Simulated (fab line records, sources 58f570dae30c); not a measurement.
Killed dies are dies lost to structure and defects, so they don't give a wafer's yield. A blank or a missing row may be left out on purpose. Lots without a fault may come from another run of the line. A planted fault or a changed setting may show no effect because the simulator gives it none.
Which tool did it? | flow berkeley_cmos170 | 7 lots, 21 wafers sampled, at 1 step of a route of 331

WHAT THE GAUGES READ, wafer by wafer
UCB170_PWELL_THK_MEAS_06.
lot  | measured    | on            | PWELL_NITRIDE_THK (nm)
L345 | day 3 13:05 | film_metro-01 | 221.3 221.6 220.4
L349 | day 4 14:05 | film_metro-01 | 217.3 218.2 216.6
L353 | day 5 20:00 | film_metro-02 | 223.1 221.7 222.6
L356 | day 6 03:37 | film_metro-02 | 219.4 219.0 219.2
L358 | day 6 18:34 | film_metro-02 | 220.4 220.4 219.3
L360 | day 6 23:31 | film_metro-02 | 215.6 216.9 215.7
L364 | day 7 19:50 | film_metro-03 | 219.5 219.4 217.3

WHICH TOOL RAN EACH LOT (tool, then ch and the chambers of the sampled wafers, then the start)
The record holds no process step before these readings.

THE ANSWER, worked out from the rows above alone
Rule: what is usual is taken from the lots themselves. Put in order of their means at a reading, lots are off if they are a third of the lots or fewer, leave a main group of 4 or more, and stand apart from it by a gap of 3 or more times the standard deviation of the main group's means; of several such gaps the widest counts. A main group whose means are all the same, to the digits that the tables above print for the reading, isn't used. A lot without any number at a reading at which 4 lots or more have one is off too. The other lots that the step has rows for count as sound.
No lot is off at any reading shown: from this, nothing can be told.

WHAT THE SIMULATOR HAD PUT IN
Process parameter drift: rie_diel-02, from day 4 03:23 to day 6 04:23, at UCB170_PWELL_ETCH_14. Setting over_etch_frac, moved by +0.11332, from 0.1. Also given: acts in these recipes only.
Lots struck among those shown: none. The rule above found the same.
